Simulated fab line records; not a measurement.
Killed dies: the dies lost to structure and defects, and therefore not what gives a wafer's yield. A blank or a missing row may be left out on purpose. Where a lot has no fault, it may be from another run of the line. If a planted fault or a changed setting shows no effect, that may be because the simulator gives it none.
The tool behind it: which one? + flow berkeley-cmos170 + 7 lots with 21 wafers sampled at 3 steps, on a route of 331 steps

## WHAT EACH GAUGE READ, for each wafer
UCB170_NLDD_CD_MEAS_06 targets a cd of 1200 nm.
| lot  | measured     | on        | cd-nm (nm)           |
|------|--------------|-----------|----------------------|
| L119 | day 6 21:50  | cd-sem-01 | 1202.2 1199.9 1200.3 |
| L121 | day 7 10:13  | cd-sem-01 | 1173.8 1174.3 1175.2 |
| L125 | day 7 12:00  | cd-sem-01 | 1172.5 1173.5 1174.7 |
| L129 | day 8 16:13  | cd-sem-01 | 1200.4 1198.7 1197.3 |
| L134 | day 10 02:06 | cd-sem-01 | 1198.8 1197.8 1198.3 |
| L140 | day 10 10:43 | cd-sem-01 | 1200.7 1200.4 1200.7 |
| L141 | day 11 01:43 | cd-sem-01 | 1199.1 1198.6 1198.7 |

## WHICH TOOL RAN EACH LOT (tool, then ch and the chambers of the sampled wafers, then the start)
| lot  | UCB170_PFIELD_STRIP_08              | UCB170_NLDD_SOFTBAKE_02           |
|------|-------------------------------------|-----------------------------------|
| L119 | plasma-asher-04 ch 0,1, day 4 23:55 | litho-track-03 ch 0, day 6 20:58  |
| L121 | plasma-asher-04 ch 0,1, day 5 11:22 | litho-track-03 ch 0, day 7 09:33  |
| L125 | plasma-asher-01 ch 0,1, day 5 16:48 | litho-track-03 ch 0, day 7 11:09  |
| L129 | plasma-asher-03 ch 0,1, day 6 15:40 | litho-track-04 ch 0, day 8 15:33  |
| L134 | plasma-asher-03 ch 0,1, day 8 02:18 | litho-track-01 ch 0, day 10 00:52 |
| L140 | plasma-asher-03 ch 0,1, day 8 14:33 | litho-track-01 ch 0, day 10 09:22 |
| L141 | plasma-asher-04 ch 0,1, day 9 02:15 | litho-track-01 ch 0, day 11 01:11 |
- UCB170_PFIELD_STRIP_08: strips in O2.
- UCB170_NLDD_SOFTBAKE_02: time 60 s.

## THE ANSWER, worked out from the rows above alone
Rule: the lots themselves supply what counts as usual. The widest of any qualifying gaps counts: lots, ordered by their means at a reading, are off when they make up no more than a third of the lots, leave a main group of 4 or more, and stand apart from it by 3 or more times the standard deviation of that group's means. The tables above print the reading to a certain number of digits; a main group whose means all agree to those digits is not used. Also off: a lot with no number at a reading for which 4 or more lots have one. The other lots that the step has rows for count as sound.
Off: L121, L125, at UCB170_NLDD_CD_MEAS_06 (cd-nm). The main group: mean 1199.5 nm, standard deviation 1.
If a tool, at a process step before that reading, ran all the lots that are off and no sound lot after the first of them, it fits. The gauges at UCB170_NLDD_CD_MEAS_06 are tried like those tools. One fits: UCB170_NLDD_SOFTBAKE_02 on litho-track-03. Its last sound lot is L119 (day 6 20:58), its first lot that is off L121 (day 7 09:33): a fault that began between those two fits.

## WHAT WAS PUT IN BY THE SIMULATOR
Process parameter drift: litho-track-03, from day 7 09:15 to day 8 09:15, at UCB170_NLDD_SOFTBAKE_02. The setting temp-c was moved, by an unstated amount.
Struck lots among those shown: L121, L125. The rule above found the same.
